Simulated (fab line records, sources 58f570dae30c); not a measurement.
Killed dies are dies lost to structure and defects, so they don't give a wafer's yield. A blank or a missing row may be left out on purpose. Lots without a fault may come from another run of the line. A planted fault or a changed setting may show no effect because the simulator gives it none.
fab line records | flow berkeley_cmos170
record lots=13 wafers=39 last_day=13
route steps=331 shown NLDD@168 BACKSIDE@202 M2@272
lots that met no fault: from a run of the same line without faults
start_h: hours from the record's first day to the start of the lot's first wafer shown | wait_h: hours since the lot's step before | " the same as in the row above | L1.1+2: a row that stands for several wafers | - no value, or no start given | * or withheld: withheld | < > ~ a bound
route shown NAME@n: a module of which the file shows steps, and the number in the route of the first | usual: mean/standard deviation of fault-free wafers | same: alike in all rows | chamber/n: place in a boat | sites: the reading at each site | _std_site: their standard deviation | _edge_site: outer sites' mean less inner sites' | radius_mm: how far each site lies from the wafer's centre | mask NAME#n: copy n | behind: the tool/chamber that last shaped the wafer | hold: why the lot was held/for how many hours/how that ended | device: the transistor (n, p or np) that didn't switch | end of line: the same wafers' tests at the end of the route | a step without rows: its recipe alone | killed: dies lost to structure and defects at the first sort, not the wafer's yield | map: a wafer's dies, x killed, . not, _ none there
set.NAME: the setting as run; set.NAME@STEP: as run at that earlier step | model.NAME: the simulator's own value behind a step, which no gauge read
steps of the route over a sample of lots; a table a step, a row a wafer
services: from which hour (start_h, from the record's first day; less than 0 if before it) a tool's chamber was out of use, for how many hours, and why
## steps
# step UCB170_NLDD_STRIP_10
# recipe chemistry=O2 power_w=400 pressure_mtorr=3500 platen_temp_c=withheld o2_flow_sccm=400 overash_fraction=0.5
# usual drypump_motor_current_A=6.0/0.38 oes_product_au=0.735/0.0051 strip_time_to_endpoint_s=21.64/0.068
# columns lot.wafer tool chamber start_h wait_h drypump_motor_current_A oes_product_au rf_hours_counter_h strip_time_to_endpoint_s
L817.3 plasma_asher-04 1 153.19 0.1 6.1 0.744 - 21.68
L817.4 " 0 " " 5.8 0.737 - 21.60
L817.6 " 0 " " 5.8 0.733 - 21.58
L816.1 plasma_asher-04 1 153.61 0.1 6.2 0.729 46 21.59
L816.2 " 0 " " 5.8 0.732 46 21.59
L816.3 " 0 " " 5.7 0.733 - 21.55
L820.1 plasma_asher-03 0 168.74 0.1 5.1 0.741 44 21.62
L820.2 " 1 " " 5.8 0.732 44 21.68
L820.6 " 0 " " 5.1 0.734 - 21.62
L819.1 plasma_asher-01 1 170.05 0.1 6.0 0.737 35 21.66
L819.2 " 0 " " 6.5 0.737 35 21.65
L819.3 " 1 " " 6.0 0.737 - 21.65
L821.2 plasma_asher-03 0 170.40 0.1 5.1 0.738 44 21.66
L821.4 " 0 " " 5.1 0.737 - 21.59
L821.5 " 1 " " 5.7 0.726 - 21.66
L818.1 plasma_asher-01 1 170.64 0.1 6.0 0.734 36 21.62
L818.3 " 0 " " 6.5 0.730 - 21.60
L818.4 " 1 " " 6.0 0.745 - 21.57
L825.1 plasma_asher-01 0 194.94 0.1 6.5 0.734 38 21.72
L825.5 " 1 " " 6.0 0.738 - 21.70
L825.6 " 0 " " 6.5 0.725 - 21.62
L827.1 plasma_asher-04 1 195.94 0.1 6.1 0.734 51 21.56
L827.3 " 0 " " 5.8 0.742 - 21.49
L827.5 " 0 " " 5.7 0.730 - 21.56
L833.2 plasma_asher-04 0 230.97 0.1 5.8 0.742 55 21.70
L833.4 " 1 " " 6.2 0.731 - 21.60
L833.5 " 1 " " 6.1 0.737 - 21.64
L832.2 plasma_asher-01 1 231.35 0.1 6.0 0.729 42 21.64
L832.5 " 1 " " 6.0 0.734 - 21.68
L832.6 " 0 " " 6.5 0.745 - 21.67
L835.1 plasma_asher-03 1 239.86 0.1 5.8 0.740 52 21.74
L835.2 " 0 " " 5.1 0.733 52 21.66
L835.5 " 1 " " 5.8 0.738 - 21.77
L837.2 plasma_asher-01 0 262.92 0.1 6.5 0.733 45 21.60
L837.3 " 1 " " 6.0 0.732 - 21.67
L837.6 " 0 " " 6.5 0.739 - 21.59
L839.1 plasma_asher-01 1 269.34 0.1 6.0 0.740 46 21.65
L839.2 " 0 " " 6.5 0.723 46 21.62
L839.5 " 0 " " 6.5 0.733 - 21.61
# step UCB170_BACKSIDE_STRIP_03
# recipe chemistry=O2 power_w=400 pressure_mtorr=3500 platen_temp_c=withheld o2_flow_sccm=400 overash_fraction=0.5
# usual drypump_motor_current_A=5.8/0.52 oes_product_au=0.735/0.0047 strip_time_to_endpoint_s=21.93/0.066
# columns lot.wafer tool chamber start_h wait_h drypump_motor_current_A oes_product_au rf_hours_counter_h strip_time_to_endpoint_s
L817.3 plasma_asher-04 1 167.42 0.1 6.1 0.732 - 21.84
L817.4 " 0 " " 5.8 0.732 - 21.84
L817.6 " 0 " " 5.7 0.732 - 21.88
L816.1 plasma_asher-04 1 167.83 0.1 6.2 0.736 47 21.93
L816.2 " 0 " " 5.8 0.734 47 21.93
L816.3 " 0 " " 5.7 0.726 - 21.89
L820.1 plasma_asher-01 0 178.83 0.1 6.5 0.732 36 21.88
L820.2 " 1 " " 6.0 0.730 36 21.89
L820.6 " 0 " " 6.5 0.725 - 21.90
L821.2 plasma_asher-04 0 179.09 0.1 5.7 0.741 49 21.84
L821.4 " 0 " " 5.7 0.739 - 21.92
L821.5 " 1 " " 6.1 0.742 - 21.90
L818.1 plasma_asher-02 0 179.23 0.1 5.6 0.740 6 21.88
L818.3 " 0 " " 5.5 0.730 - 21.84
L818.4 " 1 " " 4.7 0.734 - 21.81
L819.1 plasma_asher-01 0 179.33 0.1 6.5 0.736 37 21.91
L819.2 " 1 " " 6.0 0.735 37 21.84
L819.3 " 0 " " 6.5 0.742 - 21.85
L825.1 plasma_asher-04 0 205.15 0.1 5.8 0.732 52 21.90
L825.5 " 0 " " 5.8 0.745 - 21.90
L825.6 " 1 " " 6.1 0.733 - 21.89
L827.1 plasma_asher-02 1 205.85 0.1 4.8 0.747 9 22.02
L827.3 " 1 " " 4.7 0.740 - 21.94
L827.5 " 0 " " 5.5 0.738 - 22.00
L833.2 plasma_asher-02 0 241.67 0.1 5.5 0.741 13 22.02
L833.4 " 1 " " 4.7 0.732 - 21.91
L833.5 " 1 " " 4.8 0.731 - 22.08
L832.2 plasma_asher-04 0 241.91 0.1 5.7 0.738 56 21.99
L832.5 " 0 " " 5.7 0.742 - 21.98
L832.6 " 1 " " 6.1 0.735 - 21.98
L835.1 plasma_asher-01 1 253.22 0.1 6.0 0.737 44 22.04
L835.2 " 0 " " 6.5 0.736 44 22.00
L835.5 " 1 " " 6.0 0.734 - 22.03
L837.2 plasma_asher-02 1 275.53 0.1 4.8 0.733 16 21.82
L837.3 " 1 " " 4.8 0.725 - 21.89
L837.6 " 1 " " 4.8 0.739 - 21.91
L839.1 plasma_asher-04 0 279.86 0.1 5.8 0.737 60 21.96
L839.2 " 1 " " 6.2 0.740 60 22.01
L839.5 " 1 " " 6.1 0.734 - 21.98
# step UCB170_M2_SPUTTER_01
# recipe material=Al target_thk_nm=900 time_s=120 power_w=6000 chamber_pressure_pa=0.5
# usual cathode_dc_power_W=6000.0/1.1 throttle_valve_pct=29.8/1.4
# columns lot.wafer tool chamber start_h wait_h cathode_dc_power_W throttle_valve_pct
L817.3 pvd_sputter-03 - 180.69 0.0 5999.7 29.3
L817.4 " - " " 5999.3 28.8
L817.6 " - " " 6002.5 31.0
L816.1 pvd_sputter-04 - 181.92 0.0 6001.7 31.1
L816.2 " - " " 6000.4 31.7
L816.3 " - " " 5998.2 29.1
L820.1 pvd_sputter-02 - 192.76 0.0 6001.1 30.3
L820.2 " - " " 5998.3 30.4
L820.6 " - " " 6000.1 28.8
L821.2 pvd_sputter-04 - 193.31 0.0 5999.4 31.4
L821.4 " - " " 5998.5 31.4
L821.5 " - " " 6000.3 31.4
L818.1 pvd_sputter-03 - 194.78 0.0 6001.5 28.8
L818.3 " - " " 5999.0 28.9
L818.4 " - " " 5998.3 30.9
L819.1 pvd_sputter-02 - 197.67 0.0 5999.2 30.5
L819.2 " - " " 6001.2 26.9
L819.3 " - " " 5999.3 28.5
L825.1 pvd_sputter-02 - 218.95 0.0 5999.5 28.4
L825.5 " - " " 6001.9 28.5
L825.6 " - " " 6001.9 30.0
L827.1 pvd_sputter-02 - 220.93 0.0 5997.0 26.9
L827.3 " - " " 5999.9 30.3
L827.5 " - " " 5999.5 27.0
L833.2 pvd_sputter-04 - 254.68 0.0 5998.5 29.2
L833.4 " - " " 6000.5 31.4
L833.5 " - " " 6000.7 32.0
L832.2 pvd_sputter-03 - 257.19 0.0 5999.6 28.9
L832.5 " - " " 5999.6 31.1
L832.6 " - " " 6000.3 28.5
L835.1 pvd_sputter-04 - 265.02 0.0 5998.2 31.3
L835.2 " - " " 6000.8 28.9
L835.5 " - " " 5999.0 29.1
L837.2 pvd_sputter-03 - 290.19 0.0 5999.0 31.2
L837.3 " - " " 6000.1 28.9
L837.6 " - " " 5998.8 29.1
L839.1 pvd_sputter-03 - 294.95 0.0 6000.1 29.1
L839.2 " - " " 5999.5 28.6
L839.5 " - " " 5998.1 28.6
# step UCB170_M2_RS_MEAS_02
# recipe thk_meas_gauge=four-point-probe reads=Al_of_M2_SPUTTER_01
# usual M2_AL_RS=0.0323/0.00046
# columns lot.wafer tool chamber start_h wait_h M2_AL_RS[ohm/sq]
L817.3 film_metro-03 - 180.81 0.1 0.0328
L817.4 " - " " 0.0322
L817.6 " - " " 0.0329
L816.1 film_metro-03 - 182.01 0.0 0.0316
L816.2 " - " " 0.0321
L816.3 " - " " 0.0316
L820.1 film_metro-02 - 192.84 0.0 0.0323
L820.2 " - " " 0.0317
L820.6 " - " " 0.0322
L821.2 film_metro-02 - 193.41 0.1 0.0313
L821.4 " - " " 0.0315
L821.5 " - " " 0.0313
L818.1 film_metro-03 - 194.86 0.0 0.0324
L818.3 " - " " 0.0328
L818.4 " - " " 0.0326
L819.1 film_metro-04 - 197.75 0.0 0.0316
L819.2 " - " " 0.0329
L819.3 " - " " 0.0322
L825.1 film_metro-03 - 219.04 0.0 0.0486
L825.5 " - " " 0.0483
L825.6 " - " " 0.0478
L827.1 film_metro-03 - 221.08 0.1 0.0503
L827.3 " - " " 0.0474
L827.5 " - " " 0.0493
L833.2 film_metro-03 - 254.78 0.1 0.0325
L833.4 " - " " 0.0324
L833.5 " - " " 0.0331
L832.2 film_metro-02 - 257.29 0.1 0.0326
L832.5 " - " " 0.0323
L832.6 " - " " 0.0318
L835.1 film_metro-03 - 265.11 0.0 0.0322
L835.2 " - " " 0.0320
L835.5 " - " " 0.0325
L837.2 film_metro-02 - 290.29 0.1 0.0322
L837.3 " - " " 0.0327
L837.6 " - " " 0.0325
L839.1 film_metro-03 - 295.04 0.0 0.0330
L839.2 " - " " 0.0320
L839.5 " - " " 0.0322
# step UCB170_M2_THK_MEAS_03
# recipe thk_meas_gauge=xrf reads=Al_of_M2_SPUTTER_01
# usual M2_AL_THK=910/13
# columns lot.wafer tool chamber start_h wait_h M2_AL_THK[nm]
L817.3 film_metro-03 - 180.91 0.1 896
L817.4 " - " " 916
L817.6 " - " " 893
L816.1 film_metro-03 - 182.13 0.1 927
L816.2 " - " " 911
L816.3 " - " " 925
L820.1 film_metro-02 - 192.96 0.1 912
L820.2 " - " " 932
L820.6 " - " " 913
L821.2 film_metro-02 - 193.52 0.1 941
L821.4 " - " " 935
L821.5 " - " " 941
L818.1 film_metro-03 - 194.98 0.1 907
L818.3 " - " " 889
L818.4 " - " " 893
L819.1 film_metro-04 - 197.87 0.1 929
L819.2 " - " " 887
L819.3 " - " " 909
L825.1 film_metro-03 - 219.16 0.1 610
L825.5 " - " " 614
L825.6 " - " " 620
L827.1 film_metro-03 - 221.20 0.1 590
L827.3 " - " " 626
L827.5 " - " " 599
L833.2 film_metro-03 - 254.89 0.1 897
L833.4 " - " " 899
L833.5 " - " " 883
L832.2 film_metro-02 - 257.40 0.1 904
L832.5 " - " " 914
L832.6 " - " " 930
L835.1 film_metro-03 - 265.23 0.1 915
L835.2 " - " " 922
L835.5 " - " " 903
L837.2 film_metro-02 - 290.40 0.1 907
L837.3 " - " " 899
L837.6 " - " " 908
L839.1 film_metro-03 - 295.16 0.1 889
L839.2 " - " " 916
L839.5 " - " " 911
# step UCB170_M2_CD_MEAS_15
# recipe target_cd_nm=700
# usual cd_nm=699.9/1.2
# columns lot.wafer tool chamber start_h wait_h cd_nm
L817.3 cd_sem-02 - 182.90 - 701.1
L817.4 " - " " 699.3
L817.6 " - " " 698.8
L816.1 cd_sem-01 - 184.08 - 698.9
L816.2 " - " " 699.4
L816.3 " - " " 699.9
L820.1 cd_sem-02 - 196.25 - 702.0
L820.2 " - " " 701.3
L820.6 " - " " 702.0
L821.2 cd_sem-01 - 196.53 - 698.8
L821.4 " - " " 700.6
L821.5 " - " " 699.3
L818.1 cd_sem-02 - 197.18 - 698.4
L818.3 " - " " 697.8
L818.4 " - " " 698.2
L819.1 cd_sem-02 - 199.92 - 699.2
L819.2 " - " " 699.6
L819.3 " - " " 699.9
L825.1 cd_sem-02 - 221.07 - 700.4
L825.5 " - " " 699.3
L825.6 " - " " 698.7
L827.1 cd_sem-02 - 224.01 - 699.3
L827.3 " - " " 700.1
L827.5 " - " " 699.2
L833.2 cd_sem-01 - 256.86 - 699.9
L833.4 " - " " 699.0
L833.5 " - " " 699.6
L832.2 cd_sem-01 - 260.09 - 701.2
L832.5 " - " " 701.4
L832.6 " - " " 699.8
L835.1 cd_sem-02 - 266.98 - 698.6
L835.2 " - " " 699.7
L835.5 " - " " 698.1
L837.2 cd_sem-02 - 292.18 - 699.8
L837.3 " - " " 699.2
L837.6 " - " " 699.2
L839.1 cd_sem-02 - 298.72 - 699.8
L839.2 " - " " 699.2
L839.5 " - " " 700.2
# step UCB170_M2_METAL_ETCH_18
# recipe chemistry=Cl2/BCl3 target=Al stop_on=SiO2 pressure_mtorr=12 target_depth_a=11700 over_etch_frac=0.3 time_s=195 icp_w=600 bias_w=120 Cl2_flow_sccm=90 bcl3_flow_sccm=45
# usual drypump_motor_current_A=5.3/0.41 oes_product_au=0.859/0.014 throttle_valve_pct=24.52/0.22
# columns lot.wafer tool chamber start_h wait_h drypump_motor_current_A oes_product_au rf_hours_counter_h throttle_valve_pct
L817.3 rie_metal-03 0 183.12 - 5.2 0.866 - 24.65
L817.4 " 1 " " 5.9 0.868 - 24.75
L817.6 " 0 " " 5.2 0.866 - 24.66
L816.1 rie_metal-02 0 184.27 - 5.0 0.848 1.2 24.29
L816.2 " 1 " " 4.8 0.846 4.2 24.19
L816.3 " 0 " " 5.0 0.846 - 24.26
L820.1 rie_metal-01 0 196.45 - 5.7 0.855 4.9 24.71
L820.2 " 1 " " 5.0 0.883 6.5 24.31
L820.6 " 0 " " 5.7 0.852 - 24.71
L821.2 rie_metal-03 1 196.71 - 6.0 0.887 1.7 24.74
L821.4 " 0 " " 5.2 0.877 - 24.64
L821.5 " 1 " " 5.9 0.878 - 24.74
L818.1 rie_metal-02 0 197.37 - 5.0 0.833 1.7 24.28
L818.3 " 0 " " 5.0 0.832 - 24.27
L818.4 " 1 " " 4.9 0.837 - 24.20
L819.1 rie_metal-01 1 200.21 - 5.0 0.882 6.7 24.32
L819.2 " 0 " " 5.7 0.846 5.1 24.71
L819.3 " 1 " " 5.0 0.877 - 24.32
L825.1 rie_metal-01 1 221.27 - 5.0 0.715 7.3 24.38
L825.5 " 1 " " 5.0 0.717 - 24.39
L825.6 " 0 " " 5.7 0.702 - 24.79
L827.1 rie_metal-01 0 224.21 - 5.6 0.692 6.0 24.80
L827.3 " 0 " " 5.7 0.699 - 24.78
L827.5 " 1 " " 5.0 0.704 - 24.39
L833.2 rie_metal-01 0 257.04 - 5.6 0.843 6.5 24.71
L833.4 " 0 " " 5.6 0.847 - 24.71
L833.5 " 0 " " 5.6 0.841 - 24.72
L832.2 rie_metal-02 0 260.26 - 5.0 0.827 3.7 24.29
L832.5 " 1 " " 4.8 0.840 - 24.18
L832.6 " 0 " " 5.0 0.845 - 24.26
L835.1 rie_metal-01 1 267.18 - 5.0 0.873 8.4 24.31
L835.2 " 0 " " 5.7 0.858 6.9 24.72
L835.5 " 1 " " 5.0 0.872 - 24.32
L837.2 rie_metal-02 1 292.40 - 4.8 0.844 7.5 24.18
L837.3 " 0 " " 5.0 0.837 - 24.28
L837.6 " 1 " " 4.8 0.837 - 24.18
L839.1 rie_metal-03 1 298.92 - 5.9 0.854 4.1 24.76
L839.2 " 0 " " 5.2 0.875 8.6 24.64
L839.5 " 1 " " 5.9 0.868 - 24.76
## services
# columns tool chamber start_h hours kind
pvd_sputter-04 - 130.40 6.7 repair
pvd_sputter-04 - 143.28 23.0 repair
rie_metal-02 - 145.44 0.3 repair
pvd_sputter-04 - 164.46 5.5 repair
pvd_sputter-02 - 167.51 4.7 repair
rie_metal-02 - 190.76 1.3 repair
rie_metal-03 1 202.48 5.5 repair
plasma_asher-03 - 230.01 2.0 repair
plasma_asher-03 - 243.18 2.2 repair
plasma_asher-01 - 246.58 2.8 pm
rie_metal-02 - 250.03 0.5 repair
plasma_asher-02 - 286.19 2.1 repair
plasma_asher-01 - 290.64 1.6 repair
## key
first_sign step=UCB170_M2_RS_MEAS_02 reading=M2_AL_RS direction=up sigmas=36 usual=0.0323 struck=0.0486
effect step=UCB170_M2_THK_MEAS_03 reading=M2_AL_THK direction=down sigmas=23 usual=910 struck=610
effect step=UCB170_M2_METAL_ETCH_18 reading=oes_product_au direction=down sigmas=11 usual=0.859 struck=0.705
met_at UCB170_M2_SPUTTER_01
struck_lots L825,L827
sort_left_out L825.1,L825.5,L825.6
not_acting_at UCB170_NLDD_STRIP_10,UCB170_BACKSIDE_STRIP_03,UCB170_M2_CD_MEAS_15
onset_between 197.67 218.95
fault kind=process_parameter_drift tool=pvd_sputter-02 chamber=- onset_h=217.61 steps=UCB170_M2_SPUTTER_01 channel=target_thk_nm offset=-294.57 shape=step end_h=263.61 acts_in=these_recipes_only stated=900
# sort_left_out: the simulated sort isn't trusted on such a fault, so these wafers' sort isn't shown, and their yield isn't known
